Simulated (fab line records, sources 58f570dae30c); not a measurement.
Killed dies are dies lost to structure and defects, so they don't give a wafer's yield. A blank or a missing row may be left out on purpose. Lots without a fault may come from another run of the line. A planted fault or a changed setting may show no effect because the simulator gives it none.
Which tool did it? | flow berkeley_cmos170 | 6 lots, 18 wafers sampled, at 3 steps of a route of 331

WHAT THE GAUGES READ, wafer by wafer
UCB170_V1_THK_MEAS_04.
lot  | measured     | on            | V1_POLISHED_THK (nm)
L880 | day 9 06:58  | film_metro-02 | 999.9 1001.3 999.7
L877 | day 9 12:18  | film_metro-01 | 999.3 998.9 998.8
L882 | day 10 01:10 | film_metro-03 | 1000.1 999.6 999.5
L884 | day 10 05:55 | film_metro-02 | 999.3 998.3 1000.2
L893 | day 12 04:58 | film_metro-03 | 998.4 999.2 998.6
L897 | day 13 01:10 | film_metro-02 | 999.0 1000.3 999.7

WHICH TOOL RAN EACH LOT (tool, then ch and the chambers of the sampled wafers, then the start)
lot  | UCB170_CONTACT_RTA_08            | UCB170_V1_CMP_02
L880 | rtp_anneal-02 ch 0, day 9 01:02  | cmp-01 ch 0,2,3, day 9 06:36
L877 | rtp_anneal-02 ch 0, day 9 03:28  | cmp-02 ch 1,2,3, day 9 11:55
L882 | rtp_anneal-02 ch 0, day 9 18:04  | cmp-01 ch 0,1, day 10 00:47
L884 | rtp_anneal-02 ch 0, day 10 00:34 | cmp-01 ch 1,2,3, day 10 05:33
L893 | rtp_anneal-01 ch 0, day 11 22:20 | cmp-02 ch 1,2,3, day 12 04:32
L897 | rtp_anneal-01 ch 0, day 12 15:26 | cmp-02 ch 2,3, day 13 00:44
- UCB170_CONTACT_RTA_08: time 10 s.
- UCB170_V1_CMP_02: polishes SiO2.

THE ANSWER, worked out from the rows above alone
Rule: what is usual is taken from the lots themselves. Put in order of their means at a reading, lots are off if they are a third of the lots or fewer, leave a main group of 4 or more, and stand apart from it by a gap of 3 or more times the standard deviation of the main group's means; of several such gaps the widest counts. A main group whose means are all the same, to the digits that the tables above print for the reading, isn't used. A lot without any number at a reading at which 4 lots or more have one is off too. The other lots that the step has rows for count as sound.
No lot is off at any reading shown: from this, nothing can be told.

WHAT THE SIMULATOR HAD PUT IN
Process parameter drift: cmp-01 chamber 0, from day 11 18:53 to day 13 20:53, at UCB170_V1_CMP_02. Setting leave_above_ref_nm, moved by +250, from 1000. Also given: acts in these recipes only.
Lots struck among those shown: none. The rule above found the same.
